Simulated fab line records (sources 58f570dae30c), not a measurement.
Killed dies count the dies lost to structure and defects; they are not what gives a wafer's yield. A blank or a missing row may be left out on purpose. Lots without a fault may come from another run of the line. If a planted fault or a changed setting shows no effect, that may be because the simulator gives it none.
Which of the tools did it? || flow berkeleyCmos170 || 13 lots with 39 wafers sampled at 3 steps, on a route of 331 steps

== WHAT EACH GAUGE READ, for each wafer ==
UCB170_V2_THK_MEAS_04.
{"lot": "L549", "measured": "day 9 09:15", "on": "filmMetro-02", "V2_POLISHED_THK (nm)": "999.8 1000.9 1343.5"}
{"lot": "L550", "measured": "day 8 21:55", "on": "filmMetro-04", "V2_POLISHED_THK (nm)": "1000.4 999.0 998.2"}
{"lot": "L552", "measured": "day 8 22:17", "on": "filmMetro-03", "V2_POLISHED_THK (nm)": "1000.9 1000.8 1000.3"}
{"lot": "L551", "measured": "day 8 21:32", "on": "filmMetro-04", "V2_POLISHED_THK (nm)": "999.2 1002.3 1001.8"}
{"lot": "L554", "measured": "day 9 09:29", "on": "filmMetro-02", "V2_POLISHED_THK (nm)": "1352.1 999.8 997.3"}
{"lot": "L556", "measured": "day 10 10:15", "on": "filmMetro-03", "V2_POLISHED_THK (nm)": "999.7 1000.1 1000.2"}
{"lot": "L562", "measured": "day 11 00:41", "on": "filmMetro-02", "V2_POLISHED_THK (nm)": "998.3 999.3 998.2"}
{"lot": "L563", "measured": "day 10 22:43", "on": "filmMetro-04", "V2_POLISHED_THK (nm)": "999.6 999.9 998.3"}
{"lot": "L565", "measured": "day 11 08:21", "on": "filmMetro-03", "V2_POLISHED_THK (nm)": "1001.0 999.7 1000.2"}
{"lot": "L568", "measured": "day 11 15:04", "on": "filmMetro-04", "V2_POLISHED_THK (nm)": "999.8 1000.6 1001.0"}
{"lot": "L569", "measured": "day 12 02:15", "on": "filmMetro-04", "V2_POLISHED_THK (nm)": "1002.9 1001.1 1001.8"}
{"lot": "L571", "measured": "day 12 13:36", "on": "filmMetro-02", "V2_POLISHED_THK (nm)": "1000.1 1001.5 1000.2"}
{"lot": "L572", "measured": "day 12 16:22", "on": "filmMetro-03", "V2_POLISHED_THK (nm)": "999.1 1000.0 999.9"}

== EACH LOT AND THE TOOL THAT RAN IT (in order: tool; ch and the chambers of the sampled wafers; start) ==
{"lot": "L549", "UCB170_NWELL_ETCH_13": "rieDiel-01 ch 0,2, day 2 23:58", "UCB170_V2_CMP_02": "cmp-01 ch 0,1,2, day 9 08:49"}
{"lot": "L550", "UCB170_NWELL_ETCH_13": "rieDiel-02 ch 0,3, day 3 00:21", "UCB170_V2_CMP_02": "cmp-01 ch 0,2,3, day 8 21:28"}
{"lot": "L552", "UCB170_NWELL_ETCH_13": "rieDiel-02 ch 0,2,3, day 3 08:32", "UCB170_V2_CMP_02": "cmp-01 ch 1,2,3, day 8 21:52"}
{"lot": "L551", "UCB170_NWELL_ETCH_13": "rieDiel-01 ch 0,1,2, day 3 09:02", "UCB170_V2_CMP_02": "cmp-01 ch 0,2, day 8 21:10"}
{"lot": "L554", "UCB170_NWELL_ETCH_13": "rieDiel-01 ch 0,2, day 3 19:04", "UCB170_V2_CMP_02": "cmp-01 ch 0,1,3, day 9 09:07"}
{"lot": "L556", "UCB170_NWELL_ETCH_13": "rieDiel-01 ch 0,1, day 4 05:22", "UCB170_V2_CMP_02": "cmp-02 ch 1,2,3, day 10 09:52"}
{"lot": "L562", "UCB170_NWELL_ETCH_13": "rieDiel-01 ch 1,2,3, day 5 06:04", "UCB170_V2_CMP_02": "cmp-02 ch 0,1, day 11 00:16"}
{"lot": "L563", "UCB170_NWELL_ETCH_13": "rieDiel-03 ch 0,1,3, day 5 06:20", "UCB170_V2_CMP_02": "cmp-02 ch 0,1,3, day 10 22:23"}
{"lot": "L565", "UCB170_NWELL_ETCH_13": "rieDiel-01 ch 0,2,3, day 5 14:04", "UCB170_V2_CMP_02": "cmp-02 ch 2,3, day 11 07:55"}
{"lot": "L568", "UCB170_NWELL_ETCH_13": "rieDiel-02 ch 0,1,2, day 6 02:28", "UCB170_V2_CMP_02": "cmp-02 ch 2,3, day 11 14:38"}
{"lot": "L569", "UCB170_NWELL_ETCH_13": "rieDiel-03 ch 0,2,3, day 6 10:29", "UCB170_V2_CMP_02": "cmp-02 ch 2,3, day 12 01:52"}
{"lot": "L571", "UCB170_NWELL_ETCH_13": "rieDiel-03 ch 0,3, day 6 19:11", "UCB170_V2_CMP_02": "cmp-01 ch 0,1,3, day 12 13:11"}
{"lot": "L572", "UCB170_NWELL_ETCH_13": "rieDiel-02 ch 2,3, day 7 01:59", "UCB170_V2_CMP_02": "cmp-01 ch 2,3, day 12 15:56"}
- UCB170_NWELL_ETCH_13: etches Si3N4 in CH3F/Ar/O2, stops on SiO2, target depth 246.4 nm, time 154 s.
- UCB170_V2_CMP_02: polishes SiO2.

== AS READ BY THE TOOLS THEMSELVES (means over the sampled wafers that have a number; for cases with no such wafer, the mark the record gives instead) ==
UCB170_NWELL_ETCH_13.
{"lot": "L549", "tool": "rieDiel-01", "drypumpMotorCurrentA (A)": 5.5, "oesProductAu (a.u.)": 0.967, "throttleValvePct (%)": 7.96}
{"lot": "L550", "tool": "rieDiel-02", "drypumpMotorCurrentA (A)": 5.8, "oesProductAu (a.u.)": 0.955, "throttleValvePct (%)": 7.99}
{"lot": "L552", "tool": "rieDiel-02", "drypumpMotorCurrentA (A)": 5.9, "oesProductAu (a.u.)": 0.948, "throttleValvePct (%)": 8.07}
{"lot": "L551", "tool": "rieDiel-01", "drypumpMotorCurrentA (A)": 5.6, "oesProductAu (a.u.)": 0.947, "throttleValvePct (%)": 7.94}
{"lot": "L554", "tool": "rieDiel-01", "drypumpMotorCurrentA (A)": 5.5, "oesProductAu (a.u.)": 0.957, "throttleValvePct (%)": 7.97}
{"lot": "L556", "tool": "rieDiel-01", "drypumpMotorCurrentA (A)": 5.5, "oesProductAu (a.u.)": 0.936, "throttleValvePct (%)": 7.94}
{"lot": "L562", "tool": "rieDiel-01", "drypumpMotorCurrentA (A)": 5.6, "oesProductAu (a.u.)": 0.943, "throttleValvePct (%)": 7.93}
{"lot": "L563", "tool": "rieDiel-03", "drypumpMotorCurrentA (A)": 5.9, "oesProductAu (a.u.)": 0.927, "throttleValvePct (%)": 8.07}
{"lot": "L565", "tool": "rieDiel-01", "drypumpMotorCurrentA (A)": 5.5, "oesProductAu (a.u.)": 0.943, "throttleValvePct (%)": 7.95}
{"lot": "L568", "tool": "rieDiel-02", "drypumpMotorCurrentA (A)": 5.9, "oesProductAu (a.u.)": 0.937, "throttleValvePct (%)": 8.21}
{"lot": "L569", "tool": "rieDiel-03", "drypumpMotorCurrentA (A)": 6.2, "oesProductAu (a.u.)": 0.938, "throttleValvePct (%)": 8.11}
{"lot": "L571", "tool": "rieDiel-03", "drypumpMotorCurrentA (A)": 6.1, "oesProductAu (a.u.)": 0.935, "throttleValvePct (%)": 8.11}
{"lot": "L572", "tool": "rieDiel-02", "drypumpMotorCurrentA (A)": 5.9, "oesProductAu (a.u.)": 0.945, "throttleValvePct (%)": 8.06}

UCB170_V2_CMP_02.
{"lot": "L549", "tool": "cmp-01", "motorCurrentA (A)": 16.1}
{"lot": "L550", "tool": "cmp-01", "motorCurrentA (A)": 16.9}
{"lot": "L552", "tool": "cmp-01", "motorCurrentA (A)": 16.9}
{"lot": "L551", "tool": "cmp-01", "motorCurrentA (A)": 16.3}
{"lot": "L554", "tool": "cmp-01", "motorCurrentA (A)": 16.3}
{"lot": "L556", "tool": "cmp-02", "motorCurrentA (A)": 15.7}
{"lot": "L562", "tool": "cmp-02", "motorCurrentA (A)": 15.5}
{"lot": "L563", "tool": "cmp-02", "motorCurrentA (A)": 16.2}
{"lot": "L565", "tool": "cmp-02", "motorCurrentA (A)": 15.0}
{"lot": "L568", "tool": "cmp-02", "motorCurrentA (A)": 16.3}
{"lot": "L569", "tool": "cmp-02", "motorCurrentA (A)": 15.1}
{"lot": "L571", "tool": "cmp-01", "motorCurrentA (A)": 16.9}
{"lot": "L572", "tool": "cmp-01", "motorCurrentA (A)": 18.1}

== THE ANSWER, worked out from the rows above alone ==
Rule: what is usual is taken from the lots themselves. The widest of any qualifying gaps counts: lots, ordered by their means at a reading, are off when they make up no more than a third of the lots, leave a main group of 4 or more, and stand apart from it by 3 or more times the standard deviation of that group's means. If all means in a main group match to the digits the tables above print for the reading, that group is not used. Also off: a lot with no number at a reading for which 4 or more lots have one. Any other lot the step has rows for is counted as sound. After the gauges, taken in route order, come the tools' own readings; for these a lot's mean is taken, as printed above. The first step at which some lot is off is used, and at that step the reading that is off furthest; a lot without a number counts as furthest.
Off: L549, L554, seen at UCB170_V2_THK_MEAS_04 (V2_POLISHED_THK). The main group has a mean of 1000.2 nm with a standard deviation of 0.91.
A tool fits if, at a process step before that reading, it ran every lot that is off, and no sound lot after the first of them. Gauges at UCB170_V2_THK_MEAS_04: tried the same way as those tools. No candidate that was tried fits.

== WHAT THE SIMULATOR HAD PUT IN ==
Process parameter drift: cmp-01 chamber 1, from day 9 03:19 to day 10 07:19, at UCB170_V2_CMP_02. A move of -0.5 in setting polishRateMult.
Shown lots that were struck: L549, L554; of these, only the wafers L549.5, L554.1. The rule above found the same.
